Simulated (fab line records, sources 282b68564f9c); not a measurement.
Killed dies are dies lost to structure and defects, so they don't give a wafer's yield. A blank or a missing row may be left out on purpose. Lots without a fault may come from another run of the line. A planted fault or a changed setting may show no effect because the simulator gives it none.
fab line records | flow rit_cmos
record lots=5 wafers=15 last_day=7
route steps=202 shown CONTACT@183 M1@184
lots that met no fault: from a run of the same line without faults
start_h: hours from the record's first day to the start of the lot's first wafer shown | wait_h: hours since the lot's step before | " the same as in the row above | L1.1+2: a row that stands for several wafers | - no value, or no start given | * or withheld: withheld | < > ~ a bound
route shown NAME@n: a module of which the file shows steps, and the number in the route of the first | usual: mean/standard deviation of fault-free wafers | same: alike in all rows | chamber/n: place in a boat | sites: the reading at each site | _std_site: their standard deviation | _edge_site: outer sites' mean less inner sites' | radius_mm: how far each site lies from the wafer's centre | mask NAME#n: copy n | behind: the tool/chamber that last shaped the wafer | hold: why the lot was held/for how many hours/how that ended | device: the transistor (n, p or np) that didn't switch | end of line: the same wafers' tests at the end of the route | a step without rows: its recipe alone | killed: dies lost to structure and defects at the first sort, not the wafer's yield | map: a wafer's dies, x killed, . not, _ none there
set.NAME: the setting as run; set.NAME@STEP: as run at that earlier step | model.NAME: the simulator's own value behind a step, which no gauge read
lots at some steps of the route; a table a step, a row a wafer
services: from which hour (start_h, from the record's first day; less than 0 if before it) a tool's chamber was out of use, for how many hours, and why
## steps
# step RIT_CONTACT_CLEAN_14
# recipe chemistry=SC2 mix=3:3:50 time_s=600 temp_c=75 dry=n2_spin
# columns lot.wafer tool chamber start_h wait_h
L078.1+3+6 wet_bench-01 2 73.88 0.0
L082.3+4+6 wet_bench-01 1 93.78 0.0
L083.2+3+5 wet_bench-04 0 103.54 0.0
L093.1+4+5 wet_bench-03 3 150.38 0.0
L097.4+5+6 wet_bench-04 2 168.64 0.0
# step RIT_M1_SPUTTER_00
# recipe material=Al target_thk_nm=400 power_w=2000 chamber_pressure_pa=0.4 gas=Ar time_s=500 substrate_temp_c=25
# usual throttle_valve_pct=30.1/0.65
# columns lot.wafer tool chamber start_h wait_h throttle_valve_pct
L078.1 pvd_sputter-04 - 74.05 0.0 31.1
L078.3 " - " " 30.0
L078.6 " - " " 31.0
L082.3 pvd_sputter-04 - 93.96 0.0 31.6
L082.4 " - " " 29.6
L082.6 " - " " 31.1
L083.2 pvd_sputter-02 - 103.72 0.0 30.5
L083.3 " - " " 29.9
L083.5 " - " " 29.9
L093.1 pvd_sputter-02 - 150.57 0.0 30.1
L093.4 " - " " 29.8
L093.5 " - " " 29.7
L097.4 pvd_sputter-02 - 168.82 0.0 30.1
L097.5 " - " " 30.4
L097.6 " - " " 29.5
# step RIT_M1_RS_MEAS_01
# recipe thk_meas_gauge=four-point-probe reads=Al_of_M1_SPUTTER_00
# usual M1_AL_RS=0.0733/0.00061
# columns lot.wafer tool chamber start_h wait_h M1_AL_RS[ohm/sq]
L078.1 film_metro-02 - 74.34 0.1 0.0737
L078.3 " - " " 0.0738
L078.6 " - " " 0.0741
L082.3 film_metro-03 - 94.29 0.2 0.0731
L082.4 " - " " 0.0739
L082.6 " - " " 0.0736
L083.2 film_metro-03 - 104.03 0.2 0.0739
L083.3 " - " " 0.0731
L083.5 " - " " 0.0731
L093.1 film_metro-04 - 150.87 0.1 0.0733
L093.4 " - " " 0.0725
L093.5 " - " " 0.0731
L097.4 film_metro-03 - 169.17 0.2 0.0729
L097.5 " - " " 0.0733
L097.6 " - " " 0.0735
# step RIT_M1_THK_MEAS_02
# recipe thk_meas_gauge=xrf reads=Al_of_M1_SPUTTER_00
# usual M1_AL_THK=397/4
# columns lot.wafer tool chamber start_h wait_h M1_AL_THK[nm]
L078.1 film_metro-02 - 74.46 0.1 400
L078.3 " - " " 397
L078.6 " - " " 396
L082.3 film_metro-03 - 94.39 0.1 393
L082.4 " - " " 391
L082.6 " - " " 392
L083.2 film_metro-03 - 104.14 0.1 392
L083.3 " - " " 395
L083.5 " - " " 395
L093.1 film_metro-04 - 150.99 0.1 399
L093.4 " - " " 402
L093.5 " - " " 397
L097.4 film_metro-03 - 169.26 0.1 397
L097.5 " - " " 395
L097.6 " - " " 395
# step RIT_M1_HMDS_03
# recipe prime_time_s=60 prime_temp_c=140
# same prime_time_s=60
# columns lot.wafer tool chamber start_h wait_h
L078.1+3+6 litho_track-01 0 74.76 0.3
L082.3+4+6 litho_track-01 0 94.48 0.1
L083.2+3+5 litho_track-01 0 104.22 0.1
L093.1+4+5 litho_track-04 0 151.05 0.1
L097.4+5+6 litho_track-01 0 169.37 0.1
# step RIT_M1_COAT_04
# recipe resist=NOVOLAK spin_rpm=2000 resist_thk_nm=1300
# columns lot.wafer tool chamber start_h wait_h
L078.1+3+6 litho_track-01 0 74.91 0.1
L082.3+4+6 litho_track-01 0 94.63 0.1
L083.2+3+5 litho_track-01 0 104.37 0.1
L093.1+4+5 litho_track-04 0 151.20 0.1
L097.4+5+6 litho_track-01 0 169.52 0.1
# step RIT_M1_SOFTBAKE_05
# recipe resist=NOVOLAK temp_c=90 time_s=60
# columns lot.wafer tool chamber start_h wait_h
L078.1+3+6 litho_track-01 0 75.06 0.1
L082.3+4+6 litho_track-01 0 94.78 0.1
L083.2+3+5 litho_track-01 0 104.52 0.1
L093.1+4+5 litho_track-04 0 151.35 0.1
L097.4+5+6 litho_track-01 0 169.67 0.1
# step RIT_M1_EXPOSE_06
# recipe mask_id=M12 na=0.6 source_shape=conventional sigma_outer=0.5 target_cd_nm=2600 dose_mj=250
# usual focus_offset_nm=-0.1/0.55
# same na=0.6
# columns lot.wafer tool chamber start_h wait_h mask focus_offset_nm
L078.1 iline_stepper-01 0 75.21 0.1 M12#0 -0.6
L078.3 " 0 " " M12#0 -0.4
L078.6 " 0 " " M12#0 -0.7
L082.3 iline_stepper-02 0 95.05 0.2 M12#0 -1.4
L082.4 " 0 " " M12#0 0.3
L082.6 " 0 " " M12#0 -0.5
L083.2 iline_stepper-01 0 104.79 0.2 M12#0 -0.5
L083.3 " 0 " " M12#0 1.0
L083.5 " 0 " " M12#0 -0.5
L093.1 iline_stepper-01 0 151.52 0.2 M12#0 0.5
L093.4 " 0 " " M12#0 1.2
L093.5 " 0 " " M12#0 0.8
L097.4 iline_stepper-01 0 169.80 0.1 M12#0 -0.5
L097.5 " 0 " " M12#0 -0.5
L097.6 " 0 " " M12#0 -0.4
# step RIT_M1_PEB_07
# recipe resist=NOVOLAK temp_c=withheld time_s=withheld
# columns lot.wafer tool chamber start_h wait_h
L078.1+3+6 litho_track-02 0 75.32 0.1
L082.3+4+6 litho_track-04 0 95.17 0.1
L083.2+3+5 litho_track-01 0 104.91 0.1
L093.1+4+5 litho_track-01 0 151.80 0.3
L097.4+5+6 litho_track-04 0 169.94 0.1
# step RIT_M1_DEVELOP_08
# recipe resist=NOVOLAK develop_time_s=68.94 dev_temp_c=23
# columns lot.wafer tool chamber start_h wait_h
L078.1+3+6 litho_track-02 0 - -
L082.3+4+6 litho_track-04 0 - -
L083.2+3+5 litho_track-01 0 - -
L093.1+4+5 litho_track-01 0 - -
L097.4+5+6 litho_track-04 0 - -
# step RIT_M1_CD_MEAS_09
# recipe target_cd_nm=2600
# usual cd_nm=2600.4/2.4
# columns lot.wafer tool chamber start_h wait_h cd_nm
L078.1 cd_sem-02 - 75.64 - 2599.8
L078.3 " - " " 2601.0
L078.6 " - " " 2602.3
L082.3 cd_sem-01 - 95.48 - 2594.5
L082.4 " - " " 2598.3
L082.6 " - " " 2596.4
L083.2 cd_sem-01 - 105.22 - 2602.2
L083.3 " - " " 2601.8
L083.5 " - " " 2603.5
L093.1 cd_sem-02 - 152.11 - 2601.6
L093.4 " - " " 2596.9
L093.5 " - " " 2601.9
L097.4 cd_sem-01 - 170.24 - 2601.9
L097.5 " - " " 2598.9
L097.6 " - " " 2600.1
# step RIT_M1_OVL_MEAS_10
# usual M1_OVL=0.1/1.6
# columns lot.wafer tool chamber start_h wait_h M1_OVL[nm]
L078.1 overlay-01 - 75.76 0.1 0.8
L078.3 " - " " 0.2
L078.6 " - " " 0.7
L082.3 overlay-02 - 95.57 0.1 0.6
L082.4 " - " " 0.9
L082.6 " - " " 0.0
L083.2 overlay-01 - 105.32 0.1 1.6
L083.3 " - " " 0.8
L083.5 " - " " 1.6
L093.1 overlay-01 - 152.23 0.1 0.6
L093.4 " - " " -0.1
L093.5 " - " " 0.7
L097.4 overlay-01 - 170.32 0.1 1.1
L097.5 " - " " 0.8
L097.6 " - " " -0.3
# step RIT_M1_HARDBAKE_11
# recipe resist=NOVOLAK temp_c=140 time_s=120
# columns lot.wafer tool chamber start_h wait_h
L078.1+3+6 litho_track-02 0 75.79 0.0
L082.3+4+6 litho_track-04 0 95.68 0.1
L083.2+3+5 litho_track-01 0 105.40 0.1
L093.1+4+5 litho_track-02 0 152.27 0.0
L097.4+5+6 litho_track-04 0 170.46 0.1
# step RIT_M1_METAL_ETCH_12
# recipe stop_on=SiO2 chemistry=Cl2/BCl3 target=Al time_s=165 over_etch_frac=0.5 pressure_mtorr=100 target_depth_a=6000 rf_w=250 Cl2_flow_sccm=60 bcl3_flow_sccm=50
# usual drypump_motor_current_A=5.86/0.29 oes_product_au=0.786/0.013 throttle_valve_pct=8.25/0.13
# columns lot.wafer tool chamber start_h wait_h drypump_motor_current_A oes_product_au rf_hours_counter_h throttle_valve_pct
L078.1 rie_metal-02 1 76.04 0.2 6.09 0.776 1 8.35
L078.3 " 1 " " 6.08 0.778 - 8.36
L078.6 " 1 " " 6.09 0.777 - 8.34
L082.3 rie_metal-04 0 95.90 0.2 5.86 0.767 - 8.38
L082.4 " 1 " " 6.19 0.784 - 8.39
L082.6 " 1 " " 6.19 0.782 - 8.37
L083.2 rie_metal-01 0 105.60 0.2 5.95 0.796 3 8.12
L083.3 " 0 " " 5.95 0.802 - 8.10
L083.5 " 1 " " 5.58 0.796 - 8.20
L093.1 rie_metal-01 1 152.52 0.2 5.58 0.790 4 8.19
L093.4 " 0 " " 5.94 0.805 - 8.11
L093.5 " 1 " " 5.60 0.777 - 8.20
L097.4 rie_metal-02 1 170.64 0.1 6.10 0.784 - 8.36
L097.5 " 1 " " 6.06 0.774 - 8.33
L097.6 " 0 " " 5.25 0.796 - 8.04
# step RIT_M1_STRIP_13
# recipe chemistry=nmp resist=NOVOLAK temp_c=80 time_s=600 dry=n2_spin
# columns lot.wafer tool chamber start_h wait_h
L078.1+3+6 wet_bench-02 1 76.37 0.3
L082.3+4+6 wet_bench-04 3 96.01 0.1
L083.2+3+5 wet_bench-01 1 105.77 0.1
L093.1+4+5 wet_bench-04 3 152.68 0.1
L097.4+5+6 wet_bench-02 0 170.75 0.1
# step RIT_M1_STRIP_14
# recipe chemistry=O2 time_s=184.4 platen_temp_c=withheld power_w=500 pressure_mtorr=4000 o2_flow_sccm=4000
# usual drypump_motor_current_A=5.8/0.51 o2_flow_sccm=3999/11
# columns lot.wafer tool chamber start_h wait_h drypump_motor_current_A o2_flow_sccm rf_hours_counter_h
L078.1 plasma_asher-03 1 76.54 0.0 6.0 3996 45
L078.3 " 0 " " 5.9 3997 -
L078.6 " 0 " " 5.9 3994 -
L082.3 plasma_asher-01 1 96.24 0.1 6.1 3995 -
L082.4 " 0 " " 6.3 4001 -
L082.6 " 1 " " 6.0 3994 -
L083.2 plasma_asher-01 0 105.97 0.0 6.4 3990 43
L083.3 " 1 " " 6.1 3993 -
L083.5 " 1 " " 6.1 4012 -
L093.1 plasma_asher-03 0 152.86 0.0 5.9 3993 53
L093.4 " 0 " " 5.9 4004 -
L093.5 " 0 " " 5.9 4017 -
L097.4 plasma_asher-03 1 171.00 0.1 6.1 4010 -
L097.5 " 0 " " 5.9 3992 -
L097.6 " 1 " " 6.1 4008 -
# step RIT_M1_CD_MEAS_90
# recipe target_cd_nm=2600
# usual cd_nm=2600.7/2.6
# columns lot.wafer tool chamber start_h wait_h cd_nm
L078.1 cd_sem-01 - 76.72 0.1 2600.2
L078.3 " - " " 2601.3
L078.6 " - " " 2603.4
L082.3 cd_sem-01 - 96.40 0.1 2594.5
L082.4 " - " " 2599.1
L082.6 " - " " 2597.0
L083.2 cd_sem-01 - 106.17 0.1 2601.4
L083.3 " - " " 2599.8
L083.5 " - " " 2604.3
L093.1 cd_sem-02 - 153.03 0.1 2603.5
L093.4 " - " " 2596.3
L093.5 " - " " 2601.5
L097.4 cd_sem-01 - 171.18 0.1 2602.5
L097.5 " - " " 2598.8
L097.6 " - " " 2600.2
# step RIT_M1_ANNEAL_15
# recipe temp_c=450 time_s=1800 ambient=forming_gas_H2N2
# usual spike_tc_centre_C=453.1/1 zone_power_source_pct=6.8/0.94
# columns lot.wafer tool chamber start_h wait_h spike_tc_centre_C zone_power_source_pct
L078.1 - - 76.84 0.1 452.8 5.5
L078.3 " - " " 453.1 5.5
L078.6 " - " " 451.2 5.5
L082.3 - - 96.48 0.1 452.9 7.6
L082.4 " - " " 454.2 7.7
L082.6 " - " " 453.7 7.7
L083.2 - - 108.50 2.3 453.4 7.5
L083.3 " - " " 454.2 7.7
L083.5 " - " " 452.7 7.7
L093.1 - - 153.96 0.9 453.4 5.5
L093.4 " - " " 453.1 5.5
L093.5 " - " " 451.8 5.5
L097.4 - - 171.24 0.0 451.9 7.7
L097.5 " - " " 453.6 7.7
L097.6 " - " " 453.1 7.7
# step RIT_M1_BOW_MEAS_16
# recipe mode=bow
# usual M1_BOW=18/6.6
# columns lot.wafer tool chamber start_h wait_h M1_BOW[um]
L078.1 film_metro-03 - 78.34 0.0 5
L078.3 " - " " 22
L078.6 " - " " 3
L082.3 film_metro-02 - 98.02 0.0 11
L082.4 " - " " 21
L082.6 " - " " 35
L083.2 film_metro-04 - 110.02 0.0 20
L083.3 " - " " 5
L083.5 " - " " 25
L093.1 film_metro-04 - 155.46 0.0 24
L093.4 " - " " 21
L093.5 " - " " 23
L097.4 film_metro-02 - 172.80 0.1 27
L097.5 " - " " 1
L097.6 " - " " 15
# step RIT_M1_PROBE_99
# usual defect_limited_yield=97.4/1.2 killed_at_contacts=0.1/0.24 killed_at_front_end=7/3.1 killed_dies=7/3.1 killed_on_rim=1.7/1.4 killed_open=3.6/2.1 killed_short=3.2/2 sort_bin_3_pad_short=0.1/0.2 sort_bin_5_function=1.4/0.8 sort_bin_6_memory=1.0/0.72 sort_n_pass=257/3.1 sort_yield_pct=97.4/1.2
# same gross_dies=264 killed_at_M0_to_M3=0 killed_at_M4_up=0 killed_at_back_side=0 killed_at_other=0
# columns lot.wafer tool chamber start_h wait_h defect_limited_yield[%] killed_at_contacts killed_at_front_end killed_dies killed_on_rim killed_open killed_short sort_bin_3_pad_short[%] sort_bin_5_function[%] sort_bin_6_memory[%] sort_n_pass sort_yield_pct[%]
L078.1 prober-02 - 78.46 0.1 98.1 0 5 5 1 3 2 0 1.1 0.8 259 98.1
L078.3 prober-02 - 78.56 0.2 98.9 0 3 3 0 2 1 0 0.8 0.4 261 98.9
L078.6 prober-02 - 78.71 0.2 97.0 0 8 8 1 5 3 0 1.9 1.1 256 97.0
L082.3 prober-02 - 98.20 0.2 99.2 0 2 2 1 1 1 0.4 0.4 0 262 99.2
L082.4 prober-02 - 98.25 0.2 100.0 0 0 0 0 0 0 0 0 0 264 100.0
L082.6 prober-02 - 98.35 0.2 98.9 0 3 3 1 1 2 0 0.4 0.8 261 98.9
L083.2 prober-01 - 110.17 0.1 99.2 0 2 2 0 0 2 0 0.4 0.4 262 99.2
L083.3 prober-01 - 110.22 0.2 98.5 0 4 4 0 3 1 0 1.1 0.4 260 98.5
L083.5 prober-01 - 110.32 0.2 99.6 0 1 1 0 0 1 0 0 0.4 263 99.6
L093.1 prober-01 - 155.58 0.1 97.3 1 6 7 3 6 1 0 1.1 1.5 257 97.3
L093.4 prober-01 - 155.73 0.2 97.7 0 6 6 0 3 3 0 1.5 0.8 258 97.7
L093.5 prober-01 - 155.78 0.2 96.2 0 10 10 4 4 6 0 1.1 2.7 254 96.2
L097.4 prober-01 - 173.01 0.2 96.2 0 10 10 4 6 4 0 2.7 1.1 254 96.2
L097.5 prober-01 - 173.06 0.2 96.2 0 10 10 2 8 2 0 2.3 1.5 254 96.2
L097.6 prober-01 - 173.11 0.2 98.1 0 5 5 0 4 1 0 1.5 0.4 259 98.1
# killed by level:class
L078.1 FOX1:geometric_particle:short=1 FOX2:geometric_particle:short=1 FOX2:geometric_particle:open=1 REOX:geometric_particle:open=1 SPACER:geometric_particle:open=1
L078.3 FOX1:geometric_particle:open=1 FOX1:geometric_particle:short=1 SPACER:geometric_particle:open=1
L078.6 GATE:geometric_particle:open=3 GATE:geometric_particle:short=2 FOX1:geometric_particle:open=1 SILICIDE:geometric_particle:open=1 SILICIDE:geometric_particle:short=1
L082.3 GATE:geometric_particle:short=1 SILICIDE:geometric_particle:open=1
L082.6 GATE:geometric_particle:short=1 REOX:geometric_particle:short=1 SPACER:geometric_particle:open=1
L083.2 REOX:geometric_particle:short=1 SPACER:geometric_particle:short=1
L083.3 FOX1:geometric_particle:open=1 GATE:geometric_particle:short=1 REOX:geometric_particle:open=1 SPACER:geometric_particle:open=1
L083.5 REOX:geometric_particle:short=1
L093.1 GATE:geometric_particle:open=2 FOX1:geometric_particle:open=1 REOX:geometric_particle:open=1 SPACER:geometric_particle:short=1 SILICIDE:geometric_particle:open=1 CONTACT:geometric_particle:open=1
L093.4 FOX1:geometric_particle:open=1 FOX1:geometric_particle:short=1 FOX2:geometric_particle:open=1 GATE:geometric_particle:short=1 SPACER:geometric_particle:short=1 SPACER:geometric_particle:open=1
L093.5 GATE:geometric_particle:short=2 SILICIDE:geometric_particle:short=2 SILICIDE:geometric_particle:open=2 FOX1:geometric_particle:open=1 REOX:geometric_particle:short=1 SPACER:geometric_particle:open=1 SPACER:geometric_particle:short=1
L097.4 GATE:geometric_particle:short=3 GATE:geometric_particle:open=3 REOX:geometric_particle:open=3 REOX:geometric_particle:short=1
L097.5 GATE:geometric_particle:open=3 SILICIDE:geometric_particle:open=2 FOX1:geometric_particle:open=1 FOX2:geometric_particle:short=1 REOX:geometric_particle:open=1 REOX:geometric_particle:short=1 SPACER:geometric_particle:open=1
L097.6 GATE:geometric_particle:open=2 REOX:geometric_particle:open=1 SPACER:geometric_particle:open=1 SILICIDE:geometric_particle:short=1
## services
# columns tool chamber start_h hours kind
pvd_sputter-02 - 60.27 3.0 repair
furnace-02 - 72.05 19.8 pm
furnace-02 - 91.84 3.5 pm
rie_metal-01 1 108.50 3.6 repair
plasma_asher-03 - 108.71 1.9 repair
plasma_asher-01 - 108.75 9.0 pm
plasma_asher-01 0 108.75 9.0 vent_cycle
plasma_asher-01 1 108.75 9.0 vent_cycle
rie_metal-04 1 111.21 1.0 repair
plasma_asher-01 - 115.26 0.9 repair
rie_metal-04 - 116.70 0.2 repair
plasma_asher-01 0 117.75 - clean
plasma_asher-01 1 117.75 - clean
iline_stepper-01 - 130.32 1.7 pm
plasma_asher-03 - 130.36 2.8 pm
rie_metal-04 - 136.12 20.0 pm
rie_metal-04 0 136.12 20.0 vent_cycle
rie_metal-04 1 136.12 20.0 vent_cycle
iline_stepper-02 - 139.24 1.7 pm
rie_metal-04 0 156.12 - clean
rie_metal-04 1 156.12 - clean
plasma_asher-03 - 171.14 1.6 repair
## key
fault none
